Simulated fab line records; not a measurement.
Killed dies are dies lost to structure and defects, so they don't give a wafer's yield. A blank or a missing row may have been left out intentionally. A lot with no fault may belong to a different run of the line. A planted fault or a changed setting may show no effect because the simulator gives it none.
fab line records -- flow rit_cmos
record lots=7, wafers=21, last_day=7
route steps=202 shown ACTIVE@1
lots untouched by any fault: they come from a run of this same line in which no faults occurred
start_h: start of the lot's first displayed wafer, in hours after the record's first day -- wait_h: hours since the lot's step before -- " the same as in the row above -- L1.1+2: several wafers, shown together as one row -- - no value, or no start given -- * or withheld: withheld -- < > ~ a bound
route shown NAME@n: NAME is a module with steps in the file, n the number in the route of the first one -- usual: mean/standard deviation of fault-free wafers -- same: alike in all rows -- chamber/n: place in a boat -- sites: the reading at each site -- _std_site: the standard deviation of these -- _edge_site: inner sites' mean taken away from outer sites' mean -- radius_mm: how far each site lies from the wafer's centre -- mask NAME#n: copy n -- behind: the last tool/chamber to shape the wafer -- hold: the reason the lot was held/the length of the hold in hours/how it ended -- device: transistor that didn't switch, given as n, p or np -- end of line: the same wafers' tests at the end of the route -- where a step has no rows: the recipe by itself -- killed: dies lost to structure and defects at the first sort, not the wafer's yield -- map: per-die view of a wafer (x killed, . not killed, _ where there is no die)
set.NAME: the setting the step ran with; set.NAME@STEP: the setting that earlier step ran with -- model.NAME: the simulator's own value behind a step, which no gauge read
certain route steps with their lots: each step a table, each wafer a row
services: when a tool's chamber went out of use (start_h, in hours from the record's first day, below 0 if earlier), for how many hours, and the reason
## steps
# step RIT_ACTIVE_BOW_MEAS_00
# recipe mode=bow
# usual INCOMING_BOW=0/6.4
lot.wafer,tool,chamber,start_h,wait_h,INCOMING_BOW[um]
L571.1,film_metro-04,-,25.00,-,2
L571.2,film_metro-04,-,25.00,-,2
L571.6,film_metro-04,-,25.00,-,-7
L574.3,film_metro-03,-,40.04,-,8
L574.4,film_metro-03,-,40.04,-,-13
L574.5,film_metro-03,-,40.04,-,-3
L580.3,film_metro-03,-,70.04,-,-3
L580.5,film_metro-03,-,70.04,-,7
L580.6,film_metro-03,-,70.04,-,0
L581.1,film_metro-02,-,75.00,-,3
L581.2,film_metro-02,-,75.00,-,-3
L581.6,film_metro-02,-,75.00,-,3
L582.1,film_metro-02,-,80.00,-,-8
L582.2,film_metro-02,-,80.00,-,3
L582.4,film_metro-02,-,80.00,-,-8
L586.1,film_metro-02,-,100.00,-,-3
L586.3,film_metro-02,-,100.00,-,-9
L586.5,film_metro-02,-,100.00,-,-9
L589.1,film_metro-03,-,115.00,-,-7
L589.5,film_metro-03,-,115.00,-,1
L589.6,film_metro-03,-,115.00,-,10
# step RIT_ACTIVE_OXIDATION_01
# recipe temp_c=1000, ambient=O2, target_thk_a=468, ox_time_s=3360
# step RIT_ACTIVE_THK_MEAS_02
# recipe reads=SiO2_of_ACTIVE_OXIDATION_01
# usual ACTIVE_OXIDE_THK=47.0/0.82
lot.wafer,tool,chamber,start_h,wait_h,ACTIVE_OXIDE_THK[nm]
L571.1,film_metro-02,-,27.62,0.0,46.7
L571.2,film_metro-02,-,27.62,0.0,46.8
L571.6,film_metro-02,-,27.62,0.0,47.3
L574.3,film_metro-04,-,42.07,0.0,46.5
L574.4,film_metro-04,-,42.07,0.0,47.5
L574.5,film_metro-04,-,42.07,0.0,47.7
L580.3,film_metro-02,-,72.31,0.0,46.9
L580.5,film_metro-02,-,72.31,0.0,47.5
L580.6,film_metro-02,-,72.31,0.0,47.1
L581.1,film_metro-02,-,78.12,0.0,47.3
L581.2,film_metro-02,-,78.12,0.0,46.9
L581.6,film_metro-02,-,78.12,0.0,47.0
L582.1,film_metro-02,-,83.01,0.0,46.9
L582.2,film_metro-02,-,83.01,0.0,46.7
L582.4,film_metro-02,-,83.01,0.0,46.6
L586.1,film_metro-04,-,102.37,0.0,45.7
L586.3,film_metro-04,-,102.37,0.0,46.1
L586.5,film_metro-04,-,102.37,0.0,46.7
L589.1,film_metro-02,-,117.25,0.0,47.5
L589.5,film_metro-02,-,117.25,0.0,47.6
L589.6,film_metro-02,-,117.25,0.0,47.7
# step RIT_ACTIVE_CVD_03
# recipe material=Si3N4, target_thk_nm=150, temp_c=810, precursor=SiH2Cl2/NH3, time_s=1500, pressure_mtorr=300, sih2cl2_flow_sccm=60, nh3_flow_sccm=150
# step RIT_ACTIVE_THK_MEAS_04
# recipe reads=Si3N4_of_ACTIVE_CVD_03
# usual ACTIVE_NITRIDE_THK=149.1/1.1
lot.wafer,tool,chamber,start_h,wait_h,ACTIVE_NITRIDE_THK[nm]
L571.1,film_metro-02,-,29.11,0.0,149.7
L571.2,film_metro-02,-,29.11,0.0,149.4
L571.6,film_metro-02,-,29.11,0.0,149.4
L574.3,film_metro-03,-,43.55,0.0,148.6
L574.4,film_metro-03,-,43.55,0.0,149.4
L574.5,film_metro-03,-,43.55,0.0,150.7
L580.3,film_metro-04,-,74.50,0.0,149.5
L580.5,film_metro-04,-,74.50,0.0,149.3
L580.6,film_metro-04,-,74.50,0.0,149.3
L581.1,film_metro-02,-,79.59,0.0,147.2
L581.2,film_metro-02,-,79.59,0.0,147.5
L581.6,film_metro-02,-,79.59,0.0,146.8
L582.1,film_metro-03,-,84.49,0.0,149.7
L582.2,film_metro-03,-,84.49,0.0,149.0
L582.4,film_metro-03,-,84.49,0.0,149.6
L586.1,film_metro-04,-,104.56,0.0,150.0
L586.3,film_metro-04,-,104.56,0.0,150.4
L586.5,film_metro-04,-,104.56,0.0,149.8
L589.1,film_metro-04,-,118.73,0.0,149.0
L589.5,film_metro-04,-,118.73,0.0,149.8
L589.6,film_metro-04,-,118.73,0.0,148.7
# step RIT_ACTIVE_HMDS_05
# recipe prime_time_s=60, prime_temp_c=140
# step RIT_ACTIVE_COAT_06
# recipe resist=NOVOLAK, spin_rpm=3250, resist_thk_nm=1000
# usual chill_plate_temp_C=23.02/0.11, dispense_pressure_kPa=45.8/2.5, resist_line_temp_C=23.01/0.092
lot.wafer,tool,chamber,start_h,wait_h,chill_plate_temp_C,dispense_pressure_kPa,resist_line_temp_C,model.NOVOLAK_of_ACTIVE_COAT_06.thk_nm
L571.1,litho_track-04,0,29.32,0.1,22.96,47.3,23.04,1001
L571.2,litho_track-04,0,29.32,0.1,22.99,47.3,23.04,998.2
L571.6,litho_track-04,0,29.32,0.1,23.13,47.4,22.81,1000
L574.3,litho_track-02,0,43.79,0.1,23.17,48.0,23.02,1000
L574.4,litho_track-02,0,43.79,0.1,23.04,48.0,23.02,1000
L574.5,litho_track-02,0,43.79,0.1,22.95,48.0,22.98,997.9
L580.3,litho_track-04,0,74.74,0.1,23.05,47.3,23.08,1291
L580.5,litho_track-04,0,74.74,0.1,23.01,47.3,22.98,1291
L580.6,litho_track-04,0,74.74,0.1,22.97,47.3,23.12,1287
L581.1,litho_track-04,0,79.80,0.1,23.10,47.4,23.04,1296
L581.2,litho_track-04,0,79.80,0.1,22.69,47.3,22.96,1294
L581.6,litho_track-04,0,79.80,0.1,22.86,47.3,23.05,1288
L582.1,litho_track-04,0,84.70,0.1,22.87,47.3,22.88,1285
L582.2,litho_track-04,0,84.70,0.1,23.14,47.3,22.73,1284
L582.4,litho_track-04,0,84.70,0.1,22.81,47.3,22.91,1285
L586.1,litho_track-01,0,104.77,0.1,23.12,42.6,22.94,1006
L586.3,litho_track-01,0,104.77,0.1,23.18,42.7,22.95,1005
L586.5,litho_track-01,0,104.77,0.1,23.33,42.7,23.10,1005
L589.1,litho_track-01,0,118.94,0.1,23.05,42.7,23.19,1004
L589.5,litho_track-01,0,118.94,0.1,23.04,42.7,23.14,1004
L589.6,litho_track-01,0,118.94,0.1,23.14,42.7,23.06,1004
# step RIT_ACTIVE_SOFTBAKE_07
# recipe resist=NOVOLAK, temp_c=90, time_s=60
# step RIT_ACTIVE_EXPOSE_08
# recipe mask_id=M1, na=0.6, source_shape=conventional, sigma_outer=0.6, target_cd_nm=1400, dose_mj=229.5
# step RIT_ACTIVE_PEB_09
# recipe resist=NOVOLAK, temp_c=withheld, time_s=withheld
# step RIT_ACTIVE_DEVELOP_10
# recipe resist=NOVOLAK, develop_time_s=52.49, dev_temp_c=23
# usual chill_plate_temp_C=23.04/0.12, resist_line_temp_C=23.02/0.092
lot.wafer,tool,chamber,start_h,wait_h,chill_plate_temp_C,resist_line_temp_C,model.ACTIVE.cd_nm
L571.1,litho_track-01,0,-,-,23.13,22.91,1402
L571.2,litho_track-01,0,-,-,23.22,23.08,1401
L571.6,litho_track-01,0,-,-,23.13,23.04,1400
L574.3,litho_track-01,0,-,-,23.00,22.88,1401
L574.4,litho_track-01,0,-,-,23.02,23.00,1400
L574.5,litho_track-01,0,-,-,23.01,22.93,1399
L580.3,litho_track-04,0,-,-,22.95,22.90,1423
L580.5,litho_track-04,0,-,-,23.05,22.99,1424
L580.6,litho_track-04,0,-,-,23.17,23.03,1427
L581.1,litho_track-02,0,-,-,23.11,23.08,1426
L581.2,litho_track-02,0,-,-,23.04,22.97,1427
L581.6,litho_track-02,0,-,-,23.17,22.95,1426
L582.1,litho_track-04,0,-,-,23.14,22.90,1420
L582.2,litho_track-04,0,-,-,23.20,23.04,1419
L582.4,litho_track-04,0,-,-,23.10,23.05,1421
L586.1,litho_track-02,0,-,-,23.12,23.17,1399
L586.3,litho_track-02,0,-,-,23.20,23.16,1400
L586.5,litho_track-02,0,-,-,23.03,22.98,1401
L589.1,litho_track-02,0,-,-,23.11,23.05,1398
L589.5,litho_track-02,0,-,-,23.17,23.06,1399
L589.6,litho_track-02,0,-,-,23.33,23.15,1399
# step RIT_ACTIVE_CD_MEAS_11
# recipe target_cd_nm=1400
# usual cd_nm=1399.6/2.2
lot.wafer,tool,chamber,start_h,wait_h,cd_nm
L571.1,cd_sem-01,-,30.15,-,1402.0
L571.2,cd_sem-01,-,30.15,-,1401.0
L571.6,cd_sem-01,-,30.15,-,1399.9
L574.3,cd_sem-01,-,44.48,-,1401.2
L574.4,cd_sem-01,-,44.48,-,1399.7
L574.5,cd_sem-01,-,44.48,-,1399.5
L580.3,cd_sem-02,-,75.55,-,1423.6
L580.5,cd_sem-02,-,75.55,-,1423.6
L580.6,cd_sem-02,-,75.55,-,1427.0
L581.1,cd_sem-02,-,80.63,-,1426.7
L581.2,cd_sem-02,-,80.63,-,1426.7
L581.6,cd_sem-02,-,80.63,-,1426.1
L582.1,cd_sem-02,-,85.40,-,1419.7
L582.2,cd_sem-02,-,85.40,-,1419.4
L582.4,cd_sem-02,-,85.40,-,1421.2
L586.1,cd_sem-02,-,105.64,-,1398.7
L586.3,cd_sem-02,-,105.64,-,1400.0
L586.5,cd_sem-02,-,105.64,-,1400.8
L589.1,cd_sem-01,-,119.77,-,1398.2
L589.5,cd_sem-01,-,119.77,-,1398.7
L589.6,cd_sem-01,-,119.77,-,1398.9
# step RIT_ACTIVE_HARDBAKE_12
# recipe resist=NOVOLAK, temp_c=140, time_s=60
# step RIT_ACTIVE_ETCH_13
# recipe stop_on=SiO2, chemistry=SF6, target=Si3N4, time_s=210, over_etch_frac=0.4, SF6_flow_sccm=200, pressure_mtorr=260, rf_w=125, target_depth_a=2100
# usual SF6_flow_sccm=199.9/0.57, drypump_motor_current_A=5.7/0.48, oes_product_au=0.824/0.014, throttle_valve_pct=7.52/0.13
# same over_etch_frac=0.4
lot.wafer,tool,chamber,start_h,wait_h,SF6_flow_sccm,drypump_motor_current_A,oes_product_au,rf_hours_counter_h,throttle_valve_pct,model.NOVOLAK_of_ACTIVE_COAT_06.thk_nm,model.ACTIVE.cd_nm
L571.1,rie_diel-04,0,30.42,0.1,200.3,5.9,0.826,123,7.59,658.5,1402
L571.2,rie_diel-04,1,30.42,0.1,199.8,5.6,0.827,3,7.54,655.3,1401
L571.6,rie_diel-04,1,30.42,0.1,199.5,5.6,0.830,-,7.54,655.9,1400
L574.3,rie_diel-02,2,44.71,0.1,199.7,6.2,0.827,13,7.52,657.2,1401
L574.4,rie_diel-02,1,44.71,0.1,199.4,5.2,0.809,65,7.41,653.4,1400
L574.5,rie_diel-02,1,44.71,0.1,200.7,5.2,0.815,-,7.42,652.6,1400
L580.3,rie_diel-03,1,75.78,0.1,199.3,4.6,0.794,152,7.32,914.2,1423
L580.5,rie_diel-03,2,75.78,0.1,199.7,6.1,0.813,-,7.57,906.4,1423
L580.6,rie_diel-03,3,75.78,0.1,199.4,6.0,0.830,-,7.43,903.1,1427
L581.1,rie_diel-04,0,80.90,0.1,201.0,5.9,0.826,124,7.59,921.4,1427
L581.2,rie_diel-04,1,80.90,0.1,199.7,5.6,0.817,4,7.55,915.3,1427
L581.6,rie_diel-04,2,80.90,0.1,199.2,5.5,0.799,-,7.55,903.4,1426
L582.1,rie_diel-02,3,85.67,0.1,199.9,5.3,0.846,132,7.63,906.2,1420
L582.2,rie_diel-02,0,85.67,0.1,200.5,6.3,0.837,4,7.74,908.4,1419
L582.4,rie_diel-02,2,85.67,0.1,199.9,6.2,0.835,14,7.52,900.8,1421
L586.1,rie_diel-02,1,105.91,0.1,199.5,5.2,0.818,66,7.40,658.9,1399
L586.3,rie_diel-02,0,105.91,0.1,199.9,6.2,0.836,4,7.76,664.9,1400
L586.5,rie_diel-02,0,105.91,0.1,200.0,6.3,0.835,-,7.74,664.3,1401
L589.1,rie_diel-03,3,120.04,0.1,199.4,6.0,0.831,112,7.43,654.3,1398
L589.5,rie_diel-03,3,120.04,0.1,199.4,6.0,0.824,-,7.43,654.9,1399
L589.6,rie_diel-03,0,120.04,0.1,200.0,5.7,0.827,-,7.31,655.2,1399
# step RIT_ACTIVE_STRIP_14
# recipe chemistry=O2, time_s=180, resist=NOVOLAK, platen_temp_c=withheld, power_w=500, pressure_mtorr=4000, o2_flow_sccm=4000
# usual drypump_motor_current_A=5.6/0.39
lot.wafer,tool,chamber,start_h,wait_h,drypump_motor_current_A,rf_hours_counter_h
L571.1,plasma_asher-03,1,30.55,0.1,5.9,42
L571.2,plasma_asher-03,0,30.55,0.1,4.9,42
L571.6,plasma_asher-03,1,30.55,0.1,5.9,-
L574.3,plasma_asher-04,1,44.90,0.1,5.5,-
L574.4,plasma_asher-04,0,44.90,0.1,5.6,-
L574.5,plasma_asher-04,0,44.90,0.1,5.6,-
L580.3,plasma_asher-02,0,75.97,0.1,5.9,-
L580.5,plasma_asher-02,1,75.97,0.1,6.0,-
L580.6,plasma_asher-02,0,75.97,0.1,5.9,-
L581.1,plasma_asher-03,0,81.03,0.1,5.0,46
L581.2,plasma_asher-03,1,81.03,0.1,6.0,46
L581.6,plasma_asher-03,1,81.03,0.1,5.9,-
L582.1,plasma_asher-03,1,85.80,0.1,5.9,46
L582.2,plasma_asher-03,0,85.80,0.1,5.0,46
L582.4,plasma_asher-03,0,85.80,0.1,5.0,-
L586.1,plasma_asher-03,0,106.04,0.1,5.0,48
L586.3,plasma_asher-03,1,106.04,0.1,5.9,-
L586.5,plasma_asher-03,0,106.04,0.1,5.0,-
L589.1,plasma_asher-02,1,120.17,0.1,6.0,0
L589.5,plasma_asher-02,1,120.17,0.1,6.0,-
L589.6,plasma_asher-02,0,120.17,0.1,5.9,-
## services
tool,chamber,start_h,hours,kind
rie_diel-04,3,14.88,6.9,repair
rie_diel-04,-,19.45,2.5,repair
plasma_asher-04,-,33.20,1.2,repair
plasma_asher-02,-,43.47,2.2,repair
rie_diel-04,-,46.44,2.8,pm
plasma_asher-03,-,68.20,8.0,repair
plasma_asher-04,-,69.16,10.0,pm
rie_diel-03,2,81.28,-,clean
rie_diel-03,2,81.28,27.5,scheduled_down
rie_diel-03,2,81.28,27.5,vent_cycle
plasma_asher-04,-,95.39,2.0,repair
plasma_asher-02,-,108.75,9.0,pm
plasma_asher-02,0,108.75,9.0,vent_cycle
plasma_asher-02,1,108.75,9.0,vent_cycle
rie_diel-03,-,109.82,2.8,pm
plasma_asher-02,0,117.75,-,clean
plasma_asher-02,1,117.75,-,clean
## key
first_sign step=RIT_ACTIVE_CD_MEAS_11, reading=cd_nm, direction=up, sigmas=11, usual=1399.6, struck=1423.8, through=control_loop
effect none on later readings
model_effect step=RIT_ACTIVE_COAT_06, value=NOVOLAK_of_ACTIVE_COAT_06.thk_nm, without=1004, struck=1289
model_effect step=RIT_ACTIVE_DEVELOP_10, value=ACTIVE.cd_nm, without=1402, struck=1424
model_effect step=RIT_ACTIVE_ETCH_13, value=NOVOLAK_of_ACTIVE_COAT_06.thk_nm, without=659.2, struck=908.8
met_at RIT_ACTIVE_COAT_06
struck_wafers L580.3,L580.5,L580.6,L581.1,L581.2,L581.6,L582.1,L582.2,L582.4
tester_left_out L580,L581,L582
loop_trim step=RIT_ACTIVE_EXPOSE_08, setting=dose, lots=L582
onset_between 29.32 74.74
fault kind=process_parameter_drift, tool=litho_track-04, chamber=-, onset_h=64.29, steps=RIT_ACTIVE_COAT_06, channel=resist_thk_nm, offset=284.38, shape=step, end_h=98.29, acts_in=these_recipes_only, stated=1000
# tester_left_out: of these lots the tester's yield and bins aren't shown, on N5 and GAA mostly nor the transistor test; their killed dies are dies lost to structure and defects alone, not to doping, threshold or leakage, so they don't give the yield
# loop_trim: a control loop set the setting to another value than it would have without faults
